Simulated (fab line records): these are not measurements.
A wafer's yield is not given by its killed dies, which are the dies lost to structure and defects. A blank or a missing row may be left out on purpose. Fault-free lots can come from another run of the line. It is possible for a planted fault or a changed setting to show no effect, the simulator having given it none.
Which of the tools did it? + flow berkeley cmos170 + 13 lots with 39 wafers sampled at 6 steps, on a route of 331 steps

== WHAT EACH GAUGE READ, for each wafer ==
UCB170_NWELL_THK_MEAS_02. Usual: NWELL_OXIDE_THK typically reads 26.3 nm, with standard deviation 0.53.
| lot  | measured    | on            | NWELL_OXIDE_THK (nm) | flag |
|------|-------------|---------------|----------------------|------|
| L170 | day 2 06:20 | film metro-01 | 26.3 26.0 26.3       |      |
| L171 | day 2 14:48 | film metro-01 | 26.8 26.8 27.0       |      |
| L174 | day 3 04:37 | film metro-03 | 26.8 27.0 26.8       |      |
| L175 | day 3 16:39 | film metro-04 | 26.7 27.0 27.2       |      |
| L177 | day 4 00:26 | film metro-04 | 26.2 26.2 26.6       |      |
| L178 | day 4 00:26 | film metro-01 | 26.9 26.5 26.6       |      |
| L181 | day 4 16:22 | film metro-03 | 26.4 26.6 26.5       |      |
| L184 | day 5 11:37 | film metro-03 | 25.4 25.5 25.4       |      |
| L185 | day 5 15:59 | film metro-03 | 25.5 25.3 25.5       |      |
| L186 | day 5 15:59 | film metro-04 | 25.9 25.9 26.0       |      |
| L188 | day 6 00:47 | film metro-04 | 26.1 25.7 26.5       |      |
| L189 | day 6 10:01 | film metro-01 | 25.9 25.8 26.0       |      |
| L190 | day 6 17:55 | film metro-03 | 27.1 26.8 26.8       |      |

UCB170_NWELL_TW_MEAS_16. Usual: NWELL_TW typically reads 1244, with standard deviation 6.7.
| lot  | measured    | on            | NWELL_TW       | flag |
|------|-------------|---------------|----------------|------|
| L170 | day 2 15:29 | film metro-03 | 1248 1248 1249 |      |
| L171 | day 3 02:09 | film metro-04 | 1250 1257 1249 |      |
| L174 | day 3 14:37 | film metro-03 | 1247 1244 1247 |      |
| L175 | day 4 02:43 | film metro-01 | 1233 1238 1241 |      |
| L177 | day 4 10:22 | film metro-01 | 1237 1235 1237 |      |
| L178 | day 4 10:29 | film metro-03 | 1243 1245 1235 |      |
| L181 | day 5 04:52 | film metro-01 | 1239 1241 1239 |      |
| L184 | day 5 20:43 | film metro-03 | 1246 1243 1252 |      |
| L185 | day 6 01:40 | film metro-01 | 1244 1243 1245 |      |
| L186 | day 6 01:56 | film metro-04 | 1246 1241 1239 |      |
| L188 | day 6 11:31 | film metro-03 | 1248 1249 1252 |      |
| L189 | day 6 19:20 | film metro-04 | 1252 1246 1242 |      |
| L190 | day 7 01:28 | film metro-04 | 1261 1266 1252 |      |

UCB170_PWELL_OVL_MEAS_13. Usual: PWELL_OVL typically reads 6 nm, with standard deviation 6.
| lot  | measured    | on         | PWELL_OVL (nm) | flag |
|------|-------------|------------|----------------|------|
| L170 | day 3 16:25 | overlay-01 | 6 11 10        |      |
| L171 | day 3 23:36 | overlay-02 | 8 14 11        |      |
| L174 | day 4 06:12 | overlay-02 | 0 8 7          |      |
| L175 | day 4 21:37 | overlay-01 | 7 13 13        |      |
| L177 | day 5 09:01 | overlay-02 | 6 9 12         |      |
| L178 | day 5 08:44 | overlay-02 | 0 10 -1        |      |
| L181 | day 5 22:19 | overlay-01 | 7 6 8          |      |
| L184 | day 6 15:52 | overlay-01 | 19 11 12       |      |
| L185 | day 6 15:55 | overlay-02 | 2 -3 0         |      |
| L186 | day 6 16:09 | overlay-02 | - - -          | OFF  |
| L188 | day 7 13:16 | overlay-02 | 9 6 9          |      |
| L189 | day 7 18:21 | overlay-02 | 4 6 3          |      |
| L190 | day 7 19:10 | overlay-02 | -1 -3 1        |      |

UCB170_PWELL_TW_MEAS_17. Usual: PWELL_TW typically reads 380, with standard deviation 4.
| lot  | measured    | on            | PWELL_TW          | flag |
|------|-------------|---------------|-------------------|------|
| L170 | day 3 16:49 | film metro-02 | 384 382 382       |      |
| L171 | day 3 23:59 | film metro-01 | 375 373 377       |      |
| L174 | day 4 06:35 | film metro-03 | 376 377 375       |      |
| L175 | day 4 22:00 | film metro-03 | 376 374 374       |      |
| L177 | day 5 09:23 | film metro-01 | 375 376 375       |      |
| L178 | day 5 09:07 | film metro-01 | 376 377 376       |      |
| L181 | day 5 22:42 | film metro-03 | 380 378 380       |      |
| L184 | day 6 16:15 | film metro-03 | 378 377 379       |      |
| L185 | day 6 16:21 | film metro-02 | 384 385 383       |      |
| L186 | day 6 16:32 | film metro-01 | 30 30 30 30 30 30 | OFF  |
| L188 | day 7 13:39 | film metro-02 | 388 387 386       |      |
| L189 | day 7 18:44 | film metro-03 | 379 379 379       |      |
| L190 | day 7 19:32 | film metro-03 | 378 377 380       |      |

UCB170_ACTIVE_THK_MEAS_03. Usual: ACTIVE_OXIDE_THK typically reads 26.1 nm, with standard deviation 0.49.
| lot  | measured    | on            | ACTIVE_OXIDE_THK (nm) | flag |
|------|-------------|---------------|-----------------------|------|
| L170 | day 4 19:51 | film metro-01 | 25.6 26.0 25.8        |      |
| L171 | day 4 19:51 | film metro-02 | 25.2 25.2 25.4        |      |
| L174 | day 5 10:15 | film metro-04 | 25.7 25.3 25.6        |      |
| L175 | day 5 22:06 | film metro-01 | 26.5 26.9 26.7        |      |
| L177 | day 6 10:58 | film metro-01 | 25.6 25.6 26.0        |      |
| L178 | day 6 10:58 | film metro-02 | 26.5 26.5 26.6        |      |
| L181 | day 6 19:57 | film metro-01 | 26.3 26.6 26.8        |      |
| L184 | day 7 16:25 | film metro-04 | 26.5 26.8 26.2        |      |
| L185 | day 7 16:25 | film metro-02 | 26.6 26.8 26.2        |      |
| L188 | day 8 16:15 | film metro-04 | 25.6 25.8 25.6        |      |
| L189 | day 8 16:16 | film metro-02 | 27.1 26.9 26.6        |      |
| L190 | day 8 16:19 | film metro-02 | 25.2 25.7 26.0        |      |

== WHAT TOOL EACH LOT RAN ON (gives the tool, then ch and the chambers of the sampled wafers, and finally the start) ==
| lot  | UCB170_PWELL_EXPOSE_10           |
|------|----------------------------------|
| L170 | krf scanner-01 ch 0, day 3 15:41 |
| L171 | krf scanner-02 ch 0, day 3 23:13 |
| L174 | krf scanner-01 ch 0, day 4 05:48 |
| L175 | krf scanner-02 ch 0, day 4 21:14 |
| L177 | krf scanner-02 ch 0, day 5 08:11 |
| L178 | krf scanner-02 ch 0, day 5 07:56 |
| L181 | krf scanner-01 ch 0, day 5 21:56 |
| L184 | krf scanner-01 ch 0, day 6 15:23 |
| L185 | krf scanner-01 ch 0, day 6 15:30 |
| L186 | krf scanner-02 ch 0, day 6 15:44 |
| L188 | krf scanner-02 ch 0, day 7 12:40 |
| L189 | krf scanner-01 ch 0, day 7 17:39 |
| L190 | krf scanner-02 ch 0, day 7 18:14 |
- UCB170_PWELL_EXPOSE_10: exposes mask PWELL, target cd 3000 nm.

== AS READ BY THE TOOLS THEMSELVES (means over the sampled wafers that have a number; for cases with no such wafer, the mark the record gives instead) ==
The record holds no such reading with a usual standard deviation.

== THE ANSWER, worked out from the rows above alone ==
Rule: a lot counts as off when the mean over its wafers that have a number is more than 3 standard deviations away from the usual mean. Also off: a lot with no number at a reading for which 4 or more lots have one. Where the step has rows for the other lots, those lots are counted as sound. The gauges are gone through in route order, then the tools' own readings, and for those a lot's mean is taken as printed above. At the first step where some lot is off, the reading lying furthest off is the one used; lots without a number count as furthest.
Off: L186, at UCB170_PWELL_OVL_MEAS_13 (PWELL_OVL). Without a number there: L186.
If a tool, at a process step before that reading, ran all the lots that are off and no sound lot after the first of them, it fits. Not tried: the gauges at UCB170_PWELL_OVL_MEAS_13; whatever is off there is also off at UCB170_PWELL_TW_MEAS_17, on other tools, and gauge error can't account for it. Not one of the candidates tried fits.

== WHAT HAD BEEN PUT IN BY THE SIMULATOR ==
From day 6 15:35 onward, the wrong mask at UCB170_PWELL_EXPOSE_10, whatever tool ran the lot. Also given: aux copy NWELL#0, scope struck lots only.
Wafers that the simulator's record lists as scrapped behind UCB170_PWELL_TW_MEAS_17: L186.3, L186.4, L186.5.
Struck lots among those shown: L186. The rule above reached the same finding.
